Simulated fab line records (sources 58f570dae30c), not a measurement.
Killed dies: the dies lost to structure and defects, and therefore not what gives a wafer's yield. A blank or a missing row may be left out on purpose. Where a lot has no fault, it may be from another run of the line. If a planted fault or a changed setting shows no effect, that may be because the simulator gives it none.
fab line records ; flow berkeley-cmos170
[record] lots = 14; wafers = 42; last-day = 13
route steps=331 shown NWELL@19 FIELD@91 PVT@115
lots untouched by any fault: they come from a run of this same line in which no faults occurred
start-h: start of the lot's first displayed wafer, in hours after the record's first day ; wait-h: how many hours have passed since the lot's step before this one ; " repeats the value in the row above ; L1.1+2: a single row standing in for several wafers ; - value missing, or start not given ; * or withheld: withheld ; < > ~ a bound
route shown NAME@n: NAME is a module with steps in the file, n the number in the route of the first one ; usual: average and standard deviation across the fault-free wafers ; same: alike in all rows ; chamber/n: place in a boat ; sites: per-site readings ; _std_site: standard deviation across them ; _edge_site: mean of outer sites minus mean of inner sites ; radius-mm: how far each site lies from the wafer's centre ; mask NAME#n: copy n ; behind: the last tool/chamber to shape the wafer ; hold: what put the lot on hold/how long, in hours/how the hold closed ; device: which transistor (n, p or np) failed to switch ; end of line: the tests these same wafers got at the end of their route ; a step without rows: its recipe alone ; killed: count of dies lost to structure and defects at first sort (not the wafer's yield) ; map: per-die view of a wafer (x killed, . not killed, _ where there is no die)
set.NAME: the setting the step ran with; set.NAME@STEP: the setting that earlier step ran with ; model.NAME: the simulator's own value behind a step, which no gauge read
steps of the route over a sample of lots; a table a step, a row a wafer
[[steps]]
[step UCB170_NWELL_THK_MEAS_05]
[recipe] reads = Si3N4_of_NWELL_CVD_04
[usual] NWELL_NITRIDE_THK = 224.6/2.2
lot.wafer;tool;chamber;start-h;wait-h;NWELL_NITRIDE_THK[nm]
L588.1;film-metro-04;-;38.70;0.0;225.1
L588.5;film-metro-04;-;38.70;0.0;222.7
L588.6;film-metro-04;-;38.70;0.0;224.4
L591.1;film-metro-04;-;48.73;0.0;223.5
L591.5;film-metro-04;-;48.73;0.0;226.8
L591.6;film-metro-04;-;48.73;0.0;226.0
L590.2;film-metro-01;-;48.74;0.0;226.1
L590.3;film-metro-01;-;48.74;0.0;227.3
L590.5;film-metro-01;-;48.74;0.0;226.1
L594.2;film-metro-01;-;69.82;0.0;223.6
L594.4;film-metro-01;-;69.82;0.0;223.7
L594.5;film-metro-01;-;69.82;0.0;225.8
L596.1;film-metro-01;-;77.33;0.0;225.0
L596.2;film-metro-01;-;77.33;0.0;226.0
L596.3;film-metro-01;-;77.33;0.0;225.8
L597.1;film-metro-03;-;77.33;0.0;225.1
L597.3;film-metro-03;-;77.33;0.0;226.4
L597.5;film-metro-03;-;77.33;0.0;228.3
L598.1;film-metro-04;-;84.68;0.0;224.3
L598.2;film-metro-04;-;84.68;0.0;226.5
L598.5;film-metro-04;-;84.68;0.0;226.6
L599.2;film-metro-01;-;84.69;0.0;225.9
L599.3;film-metro-01;-;84.69;0.0;225.0
L599.6;film-metro-01;-;84.69;0.0;227.2
L602.3;film-metro-04;-;108.54;0.0;228.3
L602.4;film-metro-04;-;108.54;0.0;227.7
L602.6;film-metro-04;-;108.54;0.0;226.1
L603.1;film-metro-01;-;112.94;0.0;228.1
L603.2;film-metro-01;-;112.94;0.0;224.8
L603.6;film-metro-01;-;112.94;0.0;224.9
L605.2;film-metro-04;-;122.32;0.0;222.6
L605.4;film-metro-04;-;122.32;0.0;224.9
L605.5;film-metro-04;-;122.32;0.0;224.2
L607.3;film-metro-03;-;134.80;0.0;223.4
L607.5;film-metro-03;-;134.80;0.0;224.9
L607.6;film-metro-03;-;134.80;0.0;224.6
L610.1;film-metro-01;-;146.91;0.0;226.2
L610.3;film-metro-01;-;146.91;0.0;226.2
L610.5;film-metro-01;-;146.91;0.0;223.2
L611.2;film-metro-01;-;151.92;0.0;221.8
L611.5;film-metro-01;-;151.92;0.0;222.1
L611.6;film-metro-01;-;151.92;0.0;224.2
[step UCB170_FIELD_THK_MEAS_02]
[recipe] reads = SiO2_of_FIELD_OXIDATION_01
[usual] FIELD_OXIDE_THK = 560/11
lot.wafer;tool;chamber;start-h;wait-h;FIELD_OXIDE_THK[nm]
L588.1;film-metro-01;-;113.29;0.0;566
L588.5;film-metro-01;-;113.29;0.0;572
L588.6;film-metro-01;-;113.29;0.0;559
L591.1;film-metro-02;-;123.38;0.0;566
L591.5;film-metro-02;-;123.38;0.0;561
L591.6;film-metro-02;-;123.38;0.0;560
L590.2;film-metro-01;-;123.39;0.0;560
L590.3;film-metro-01;-;123.39;0.0;566
L590.5;film-metro-01;-;123.39;0.0;561
L594.2;film-metro-04;-;137.88;0.0;546
L594.4;film-metro-04;-;137.88;0.0;539
L594.5;film-metro-04;-;137.88;0.0;540
L596.1;film-metro-02;-;147.01;0.0;572
L596.2;film-metro-02;-;147.01;0.0;573
L596.3;film-metro-02;-;147.01;0.0;567
L597.1;film-metro-01;-;147.01;0.0;570
L597.3;film-metro-01;-;147.01;0.0;564
L597.5;film-metro-01;-;147.01;0.0;554
L598.1;film-metro-02;-;159.00;0.0;563
L598.2;film-metro-02;-;159.00;0.0;557
L598.5;film-metro-02;-;159.00;0.0;547
L599.2;film-metro-04;-;159.01;0.0;555
L599.3;film-metro-04;-;159.01;0.0;556
L599.6;film-metro-04;-;159.01;0.0;549
L602.3;film-metro-04;-;177.38;0.0;570
L602.4;film-metro-04;-;177.38;0.0;565
L602.6;film-metro-04;-;177.38;0.0;583
L603.1;film-metro-02;-;184.36;0.1;543
L603.2;film-metro-02;-;184.36;0.1;560
L603.6;film-metro-02;-;184.36;0.1;545
L605.2;film-metro-01;-;184.37;0.1;552
L605.4;film-metro-01;-;184.37;0.1;558
L605.5;film-metro-01;-;184.37;0.1;551
L607.3;film-metro-01;-;199.92;0.0;550
L607.5;film-metro-01;-;199.92;0.0;548
L607.6;film-metro-01;-;199.92;0.0;551
L610.1;film-metro-01;-;211.00;0.0;575
L610.3;film-metro-01;-;211.00;0.0;566
L610.5;film-metro-01;-;211.00;0.0;562
L611.2;film-metro-04;-;211.01;0.0;550
L611.5;film-metro-04;-;211.01;0.0;544
L611.6;film-metro-04;-;211.01;0.0;558
[step UCB170_PVT_HMDS_00]
[recipe] prime-time-s = 60; prime-temp-c = 100
[usual] prime-temp-c = 99.99/0.14
lot.wafer;tool;chamber;start-h;wait-h;prime-temp-c
L588.1;litho-track-03;0;145.07;0.0;99.94
L588.5;litho-track-03;0;145.07;0.0;100.07
L588.6;litho-track-03;0;145.07;0.0;100.21
L590.2;litho-track-03;0;152.84;0.2;100.16
L590.3;litho-track-03;0;152.84;0.2;99.96
L590.5;litho-track-03;0;152.84;0.2;100.10
L591.1;litho-track-02;0;153.25;0.3;100.00
L591.5;litho-track-02;0;153.25;0.3;100.08
L591.6;litho-track-02;0;153.25;0.3;99.96
L594.2;litho-track-03;0;168.96;0.1;99.68
L594.4;litho-track-03;0;168.96;0.1;99.68
L594.5;litho-track-03;0;168.96;0.1;99.89
L597.1;litho-track-03;0;176.02;1.2;100.21
L597.3;litho-track-03;0;176.02;1.2;100.05
L597.5;litho-track-03;0;176.02;1.2;99.94
L596.1;litho-track-02;0;176.77;1.2;100.00
L596.2;litho-track-02;0;176.77;1.2;99.81
L596.3;litho-track-02;0;176.77;1.2;99.78
L598.1;litho-track-02;0;189.64;0.1;99.99
L598.2;litho-track-02;0;189.64;0.1;100.01
L598.5;litho-track-02;0;189.64;0.1;100.11
L599.2;litho-track-04;0;189.66;0.2;100.09
L599.3;litho-track-04;0;189.66;0.2;100.02
L599.6;litho-track-04;0;189.66;0.2;100.07
L602.3;litho-track-04;0;206.25;0.9;99.85
L602.4;litho-track-04;0;206.25;0.9;99.88
L602.6;litho-track-04;0;206.25;0.9;99.97
L605.2;litho-track-02;0;210.76;0.9;102.93
L605.4;litho-track-02;0;210.76;0.9;102.95
L605.5;litho-track-02;0;210.76;0.9;103.25
L603.1;litho-track-02;0;211.64;1.2;102.84
L603.2;litho-track-02;0;211.64;1.2;103.04
L603.6;litho-track-02;0;211.64;1.2;102.99
L607.3;litho-track-04;0;222.29;0.4;100.03
L607.5;litho-track-04;0;222.29;0.4;100.23
L607.6;litho-track-04;0;222.29;0.4;100.04
L610.1;litho-track-03;0;239.30;0.9;100.02
L610.3;litho-track-03;0;239.30;0.9;100.07
L610.5;litho-track-03;0;239.30;0.9;99.99
L611.2;litho-track-04;0;239.74;0.8;100.27
L611.5;litho-track-04;0;239.74;0.8;100.09
L611.6;litho-track-04;0;239.74;0.8;100.20
[step UCB170_PVT_OVL_MEAS_06]
[usual] PVT_OVL = 0/5.1
lot.wafer;tool;chamber;start-h;wait-h;PVT_OVL[nm]
L588.1;overlay-01;-;145.91;-;5
L588.5;overlay-01;-;145.91;-;0
L588.6;overlay-01;-;145.91;-;-2
L590.2;overlay-02;-;153.66;-;0
L590.3;overlay-02;-;153.66;-;-2
L590.5;overlay-02;-;153.66;-;-2
L591.1;overlay-01;-;154.09;-;-1
L591.5;overlay-01;-;154.09;-;-3
L591.6;overlay-01;-;154.09;-;2
L594.2;overlay-02;-;170.33;-;-3
L594.4;overlay-02;-;170.33;-;-7
L594.5;overlay-02;-;170.33;-;-4
L597.1;overlay-02;-;177.50;-;-2
L597.3;overlay-02;-;177.50;-;0
L597.5;overlay-02;-;177.50;-;-9
L596.1;overlay-01;-;178.13;-;6
L596.2;overlay-01;-;178.13;-;-7
L596.3;overlay-01;-;178.13;-;1
L598.1;overlay-02;-;191.03;-;-6
L598.2;overlay-02;-;191.03;-;0
L598.5;overlay-02;-;191.03;-;-6
L599.2;overlay-01;-;191.09;-;-3
L599.3;overlay-01;-;191.09;-;-3
L599.6;overlay-01;-;191.09;-;-1
L602.3;overlay-01;-;208.66;-;-2
L602.4;overlay-01;-;208.66;-;-7
L602.6;overlay-01;-;208.66;-;-6
L605.2;overlay-02;-;212.45;-;-6
L605.4;overlay-02;-;212.45;-;-7
L605.5;overlay-02;-;212.45;-;2
L603.1;overlay-02;-;213.27;-;8
L603.2;overlay-02;-;213.27;-;-2
L603.6;overlay-02;-;213.27;-;8
L607.3;overlay-01;-;223.26;-;1
L607.5;overlay-01;-;223.26;-;5
L607.6;overlay-01;-;223.26;-;-1
L610.1;overlay-02;-;241.04;-;5
L610.3;overlay-02;-;241.04;-;2
L610.5;overlay-02;-;241.04;-;6
L611.2;overlay-02;-;241.32;-;-1
L611.5;overlay-02;-;241.32;-;8
L611.6;overlay-02;-;241.32;-;4
[[key]]
[first-sign] step = UCB170_PVT_HMDS_00; reading = prime-temp-c; direction = up; sigmas = 22; usual = *; struck = *
effect none on later readings
met-at UCB170_PVT_HMDS_00
struck-lots L603,L605
tester-left-out L603,L605
not-acting-at UCB170_NWELL_THK_MEAS_05,UCB170_FIELD_THK_MEAS_02,UCB170_PVT_OVL_MEAS_06
onset-between 189.64 210.76
[fault] kind = process-parameter-drift; tool = litho-track-02; chamber = -; onset-h = 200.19; steps = UCB170_PVT_HMDS_00; channel = prime-temp-c; offset = *; shape = step; end-h = 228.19; acts-in = *; stated = *
// tester-left-out: of these lots the tester's yield and bins aren't shown, on N5 and GAA mostly nor the transistor test; their killed dies are dies lost to structure and defects alone, not to doping, threshold or leakage, so they don't give the yield
